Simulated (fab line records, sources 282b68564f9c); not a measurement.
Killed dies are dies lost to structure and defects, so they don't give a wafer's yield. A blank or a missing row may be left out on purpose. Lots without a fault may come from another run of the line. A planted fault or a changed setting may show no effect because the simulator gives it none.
Which tool did it? | flow rit_cmos | 14 lots, 42 wafers sampled, at 3 steps of a route of 202

WHAT THE GAUGES READ, wafer by wafer
RIT_SILICIDE_RS_MEAS_02: measures by four-point-probe.
lot  | measured    | on            | SILICIDE_TI_RS (ohm/sq)
L715 | day 3 06:47 | film_metro-03 | 47.1 47.3 47.0
L716 | day 3 09:00 | film_metro-02 | 47.3 46.7 48.2
L717 | day 3 13:59 | film_metro-03 | 47.9 47.8 48.5
L719 | day 3 23:10 | film_metro-02 | 48.1 48.4 48.0
L720 | day 4 02:52 | film_metro-03 | 47.7 47.4 47.7
L721 | day 4 11:00 | film_metro-03 | 48.8 48.7 48.2
L722 | day 4 17:49 | film_metro-03 | 48.1 47.6 47.3
L723 | day 4 20:11 | film_metro-03 | 47.7 46.8 47.6
L724 | day 4 23:33 | film_metro-04 | 47.3 47.0 47.3
L726 | day 5 15:32 | film_metro-03 | 46.4 46.9 46.3
L727 | day 5 18:35 | film_metro-03 | 46.7 46.3 47.2
L735 | day 8 04:02 | film_metro-02 | 63.0 62.0 62.6
L736 | day 8 14:35 | film_metro-03 | 62.2 61.1 61.4
L737 | day 8 16:28 | film_metro-02 | 48.2 47.9 47.2

RIT_SILICIDE_THK_MEAS_03: measures by xrf.
lot  | measured    | on            | SILICIDE_TI_THK (nm)
L715 | day 3 06:53 | film_metro-03 | 30.4 30.3 30.3
L716 | day 3 09:07 | film_metro-02 | 30.0 30.3 29.9
L717 | day 3 14:05 | film_metro-03 | 30.0 30.0 29.6
L719 | day 3 23:17 | film_metro-02 | 29.8 29.6 29.8
L720 | day 4 02:58 | film_metro-03 | 29.9 30.2 30.0
L721 | day 4 11:06 | film_metro-03 | 29.4 29.5 29.8
L722 | day 4 17:56 | film_metro-03 | 29.9 29.9 30.2
L723 | day 4 20:19 | film_metro-03 | 29.9 30.4 30.0
L724 | day 4 23:39 | film_metro-04 | 30.2 30.3 30.1
L726 | day 5 15:38 | film_metro-03 | 30.6 30.3 30.6
L727 | day 5 18:41 | film_metro-03 | 30.5 30.6 30.2
L735 | day 8 04:09 | film_metro-02 | 23.9 24.3 24.1
L736 | day 8 14:42 | film_metro-03 | 24.2 24.5 24.5
L737 | day 8 16:35 | film_metro-02 | 29.6 29.8 30.2

WHICH TOOL RAN EACH LOT (tool, then ch and the chambers of the sampled wafers, then the start)
lot  | RIT_SILICIDE_SPUTTER_01
L715 | pvd_sputter-03, day 3 06:35
L716 | pvd_sputter-02, day 3 08:50
L717 | pvd_sputter-03, day 3 13:48
L719 | pvd_sputter-03, day 3 23:01
L720 | pvd_sputter-01, day 4 02:40
L721 | pvd_sputter-03, day 4 10:49
L722 | pvd_sputter-01, day 4 17:39
L723 | pvd_sputter-02, day 4 20:02
L724 | pvd_sputter-02, day 4 23:22
L726 | pvd_sputter-02, day 5 15:22
L727 | pvd_sputter-03, day 5 18:24
L735 | pvd_sputter-03, day 8 03:52
L736 | pvd_sputter-03, day 8 14:26
L737 | pvd_sputter-01, day 8 16:19
- RIT_SILICIDE_SPUTTER_01: material Ti, target thk 30 nm, time 240 s.

WHAT THE TOOLS THEMSELVES READ (means of the sampled wafers that have a number; where no wafer has one, the mark that the record gives instead)
RIT_SILICIDE_SPUTTER_01.
lot  | tool           | cathode_dc_power_W (W) | throttle_valve_pct (%)
L715 | pvd_sputter-03 | 349.97                 | 32.6
L716 | pvd_sputter-02 | 349.98                 | 28.9
L717 | pvd_sputter-03 | 350.00                 | 30.8
L719 | pvd_sputter-03 | 350.00                 | 31.3
L720 | pvd_sputter-01 | 350.01                 | 28.0
L721 | pvd_sputter-03 | 350.00                 | 30.9
L722 | pvd_sputter-01 | 350.05                 | 31.3
L723 | pvd_sputter-02 | 350.03                 | 29.3
L724 | pvd_sputter-02 | 350.06                 | 29.7
L726 | pvd_sputter-02 | 349.97                 | 29.5
L727 | pvd_sputter-03 | 350.00                 | 30.9
L735 | pvd_sputter-03 | 285.92                 | 31.2
L736 | pvd_sputter-03 | 285.94                 | 31.5
L737 | pvd_sputter-01 | 349.97                 | 29.3

THE ANSWER, worked out from the rows above alone
Rule: what is usual is taken from the lots themselves. Put in order of their means at a reading, lots are off if they are a third of the lots or fewer, leave a main group of 4 or more, and stand apart from it by a gap of 3 or more times the standard deviation of the main group's means; of several such gaps the widest counts. A main group whose means are all the same, to the digits that the tables above print for the reading, isn't used. A lot without any number at a reading at which 4 lots or more have one is off too. The other lots that the step has rows for count as sound. The gauges are gone through in route order, then the tools' own readings, and for those a lot's mean is taken as printed above. The first step at which some lot is off is used, and at that step the reading that is off furthest; a lot without a number counts as furthest.
Off: L735, L736, at RIT_SILICIDE_RS_MEAS_02 (SILICIDE_TI_RS). The main group: mean 47.5 ohm/sq, standard deviation 0.56.
A tool fits if, at a process step before that reading, it ran every lot that is off, and no sound lot after the first of them. The gauges at RIT_SILICIDE_RS_MEAS_02 aren't tried: what is off there is off at RIT_SILICIDE_SPUTTER_01 too, on other tools, and a gauge's error can't cause that. One fits: pvd_sputter-03 at RIT_SILICIDE_SPUTTER_01. Its last sound lot is L727 (day 5 18:24), its first lot that is off L735 (day 8 03:52): a fault that began between those two fits.
The tool's own readings at RIT_SILICIDE_SPUTTER_01 bear it out: on the lots that are off they differ by more than 5 times the standard deviation of the sound lots' means. cathode_dc_power_W reads 285.93 W there against 350.00 W on the sound lots.

WHAT THE SIMULATOR HAD PUT IN
Process parameter drift: pvd_sputter-03, from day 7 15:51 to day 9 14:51, at RIT_SILICIDE_SPUTTER_01. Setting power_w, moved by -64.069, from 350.
Lots struck among those shown: L735, L736. The rule above found the same.
